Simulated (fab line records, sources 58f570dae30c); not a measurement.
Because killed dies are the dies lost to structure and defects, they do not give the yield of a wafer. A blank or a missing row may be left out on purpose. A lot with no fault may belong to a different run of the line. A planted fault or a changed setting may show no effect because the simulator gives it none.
Chamber matching	flow berkeleyCmos170	UCB170_V2_ETCH_14 on rieDiel-02 has 4 sister chambers
The step etches SiO2 in CHF3/CF4/Ar, stops on Al, target depth 1250 nm, time 291 s. 8 wafers are shown with their chamber, then 7 later ones without.

== WAFERS PAIRED WITH THEIR CHAMBERS ==
wafer	chamber	drypumpMotorCurrentA (A)	throttleValvePct (%)
L108.2	1	5.2	6.74
L115.2	0	5.8	6.99
L115.3	2	6.6	6.91
L116.2	3	4.9	7.01
L116.4	0	5.8	7.00
L116.6	2	6.7	6.91
L117.2	1	5.2	6.75
L117.4	3	4.9	7.00

== WAFERS MISSING THEIR CHAMBER ==
wafer	drypumpMotorCurrentA (A)	throttleValvePct (%)
L117.5	4.9	6.99
L121.1	5.3	6.75
L121.4	6.7	6.90
L121.5	5.2	6.75
L124.2	5.3	6.75
L124.4	4.9	7.00
L124.6	4.9	6.99

== EACH ONE'S CHAMBER ==
wafer	from the rows above	in truth
L117.5	3	3
L121.1	1	1
L121.4	2	2
L121.5	1	1
L124.2	1	1
L124.4	3	3
L124.6	3	3
Placed correctly: 7 of 7. Can't be placed from these rows: 0. Placed wrongly: 0.
How it was worked out, from the rows above alone: a wafer's distance from a chamber is the root of the sum, over the readings, of the square of ((its reading less the chamber's mean) divided by the reading's scatter). The wafer belongs to the nearest chamber; if the next one is less than 2 further off, it can't be placed. A chamber's mean is the mean of its shown wafers. The scatter is the square root of a quotient: the sum, over the shown wafers, of each reading's squared deviation from its chamber's mean, divided by wafers minus chambers.
